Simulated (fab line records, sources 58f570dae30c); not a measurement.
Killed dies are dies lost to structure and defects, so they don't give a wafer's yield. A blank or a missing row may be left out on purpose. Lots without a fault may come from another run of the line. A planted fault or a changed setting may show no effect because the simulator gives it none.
Problem report in the 8D (eight disciplines) form, filled by code | flow berkeley_cmos170 | the parts of the form that need people (team, actions taken, sign-off) are left out

1. THE PROBLEM
spin_speed_rpm at UCB170_M3_COAT_10 reads a mean of 1521.8 rpm on 6 wafers of 2 lots; wafers without a fault read 1499.8 rpm with a standard deviation of 1.3. That is +17 standard deviations from the usual mean.
The step: resist thk 900 nm.
First seen on wafer L294.2, day 10 01:00, on litho_track-03. The record holds 42 wafers of 14 lots with a number at this step. Rule for "out", or "out of limits": more than 4 standard deviations from the usual mean. The other wafers with a number count as sound.

2. WHAT IT IS AND WHAT IT IS NOT
question                    | is                     | is not
which readings at this step | spin_speed_rpm         | -
which lots                  | L292, L294             | L282, L285, L286, L287, L288, L291, L293, L298, L299, L300, L304, L305
which wafers of those lots  | all that have a number | -
read on which tools         | litho_track-03         | litho_track-02, litho_track-04
when                        | from day 10 01:00      | up to then (20 sound wafers); but 16 sound wafers of L293, L298, L299, L300, L304, L305 came after

3. SUSPECTS, AND WHAT RULES EACH OUT
Counting: a tool at a process step up to the reading stays a suspect if it ran every lot that is out and no sound lot after the first of them.
- litho_track-03 at UCB170_M3_COAT_10 (resist thk 900 nm): kept. It ran every lot that is out, first L294 (day 10 01:00), and no sound lot after that; its last sound lot up to then is L288 (day 9 16:00). Its own readings are out on those wafers: spin_speed_rpm.
Left after counting: litho_track-03 at UCB170_M3_COAT_10.

4. THE CAUSE (what the simulator had put in)
Process parameter drift: litho_track-03, from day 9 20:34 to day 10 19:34, at UCB170_M3_COAT_10. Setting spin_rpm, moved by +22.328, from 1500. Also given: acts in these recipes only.
Counting left only this tool.

5. THE CHAIN OF EFFECTS, in route order
Each row: a reading whose mean over the struck wafers that have a number lies more than 3 standard deviations from the usual. Only readings for which the record gives a usual standard deviation are gone through. hours: the time from each lot's start at the first step in this table that gives one to its start at this step, as a median over the lots. sigmas: the change in usual standard deviations.
hours | step              | reading        | usual      | on struck wafers | change | sigmas
0     | UCB170_M3_COAT_10 | spin_speed_rpm | 1499.8 rpm | 1521.8           | +22.0  | +17
The process steps in it:
- UCB170_M3_COAT_10: resist thk 900 nm.

6. WHAT WOULD HAVE CAUGHT IT SOONER
In this record the first reading out of limits was taken at day 10 01:00, 4 hours after the fault began at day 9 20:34.
